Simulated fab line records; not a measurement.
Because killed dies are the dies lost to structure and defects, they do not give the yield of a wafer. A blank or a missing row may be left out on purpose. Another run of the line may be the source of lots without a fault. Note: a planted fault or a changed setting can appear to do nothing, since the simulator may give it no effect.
Which tool is to blame? || flow berkeleyCmos170 || 7 lots with 21 wafers sampled at 2 steps, on a route of 331 steps

== WHAT THE GAUGES SHOWED, per wafer ==
UCB170_PWELL_TW_MEAS_17.
{"lot": "L597", "measured": "day 3 02:23", "on": "filmMetro-03", "PWELL_TW": "373 374 373"}
{"lot": "L600", "measured": "day 3 14:22", "on": "filmMetro-02", "PWELL_TW": "379 378 376"}
{"lot": "L607", "measured": "day 5 10:44", "on": "filmMetro-01", "PWELL_TW": "381 382 384"}
{"lot": "L611", "measured": "day 6 06:04", "on": "filmMetro-01", "PWELL_TW": "383 380 382"}
{"lot": "L613", "measured": "day 6 20:19", "on": "filmMetro-02", "PWELL_TW": "378 377 378"}
{"lot": "L615", "measured": "day 7 02:05", "on": "filmMetro-02", "PWELL_TW": "379 378 377"}
{"lot": "L619", "measured": "day 7 22:04", "on": "filmMetro-03", "PWELL_TW": "377 374 378"}

== TOOL THAT RAN EACH LOT (tool first, then ch and the chambers of the sampled wafers, then the start) ==
{"lot": "L597", "UCB170_ZERO_ETCH_06": "rieDiel-02 ch 2,3, day 2 01:40"}
{"lot": "L600", "UCB170_ZERO_ETCH_06": "rieDiel-04 ch 0,2,3, day 2 15:59"}
{"lot": "L607", "UCB170_ZERO_ETCH_06": "rieDiel-04 ch 2,3, day 4 00:26"}
{"lot": "L611", "UCB170_ZERO_ETCH_06": "rieDiel-02 ch 0,1, day 4 18:51"}
{"lot": "L613", "UCB170_ZERO_ETCH_06": "rieDiel-03 ch 2,3, day 5 12:28"}
{"lot": "L615", "UCB170_ZERO_ETCH_06": "rieDiel-02 ch 1,3, day 5 22:40"}
{"lot": "L619", "UCB170_ZERO_ETCH_06": "rieDiel-02 ch 0,3, day 6 15:47"}
- UCB170_ZERO_ETCH_06: etches SiO2 in CHF3/CF4/Ar, time 12 s.

== THE ANSWER, worked out from the rows above alone ==
Rule: usual is defined by the lots themselves. The widest of any qualifying gaps counts: lots, ordered by their means at a reading, are off when they make up no more than a third of the lots, leave a main group of 4 or more, and stand apart from it by 3 or more times the standard deviation of that group's means. A main group whose means are all the same, to the digits that the tables above print for the reading, isn't used. A lot without any number at a reading at which 4 lots or more have one is off too. Any other lot the step has rows for is counted as sound.
No lot is off at any reading shown: from this, nothing can be told.

== WHAT THE SIMULATOR HAD PUT IN ==
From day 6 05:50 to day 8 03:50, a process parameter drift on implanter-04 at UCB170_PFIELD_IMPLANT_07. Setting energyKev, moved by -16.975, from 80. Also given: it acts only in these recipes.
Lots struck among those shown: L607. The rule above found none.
